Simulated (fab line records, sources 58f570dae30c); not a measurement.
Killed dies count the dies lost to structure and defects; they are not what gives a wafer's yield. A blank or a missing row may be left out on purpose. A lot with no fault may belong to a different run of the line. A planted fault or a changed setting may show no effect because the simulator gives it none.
Matching of chambers	flow berkeley_cmos170	4 sister chambers for UCB170_V1_CMP_02 on cmp-02
The step polishes SiO2. 14 wafers are shown with their chamber, then 7 later ones without.

EACH WAFER AND ITS CHAMBER
wafer	chamber	motor_current_A (A)	retaining_ring_pressure_frac
L856.2	2	13.3	1.005
L856.4	1	19.4	0.991
L856.6	0	15.2	0.995
L859.2	2	12.3	1.004
L859.3	1	20.0	0.999
L859.5	3	15.6	1.004
L862.1	0	15.4	0.996
L862.2	3	15.0	1.005
L862.3	2	12.3	0.996
L865.2	0	15.3	0.992
L865.4	1	20.3	0.998
L865.6	0	15.2	0.995
L870.3	3	15.8	0.997
L870.4	1	19.5	1.003

SIGNATURES (means of the wafers above)
reading	chamber 0	chamber 1	chamber 2	chamber 3	scatter within a chamber
motor_current_A	15.275	19.800	12.633	15.467	0.398
retaining_ring_pressure_frac	0.99450	0.99775	1.00167	1.00200	0.00413
Rule: for a wafer and a chamber, the distance is found by dividing, reading by reading, the gap between the wafer's reading and the chamber's mean by the reading's scatter, squaring, summing and taking the root. If the next closest chamber is less than 2 further off than the closest, the wafer can't be placed; otherwise it belongs to the closest. How the scatter is found: for the shown wafers, subtract from each reading the mean of its chamber, square and add these, divide the total by (wafers less chambers), then take the root.

WAFERS WITH NO CHAMBER GIVEN
wafer	motor_current_A (A)	retaining_ring_pressure_frac
L870.5	12.9	0.994
L869.1	12.2	1.006
L869.2	15.3	0.992
L869.6	20.9	1.002
L871.1	13.2	0.994
L871.3	15.3	0.998
L871.6	15.4	1.004

WHICH CHAMBER EACH WENT THROUGH
wafer	from the rows above	in truth
L870.5	2	2
L869.1	2	2
L869.2	can't be placed: 0 or 3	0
L869.6	1	1
L871.1	2	2
L871.3	can't be placed: 0 or 3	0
L871.6	can't be placed: 3 or 0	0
Placed correctly: 4 of 7. Can't be placed from these rows: 3 (the true chamber is among the candidates in 3). Placed wrongly: 0.
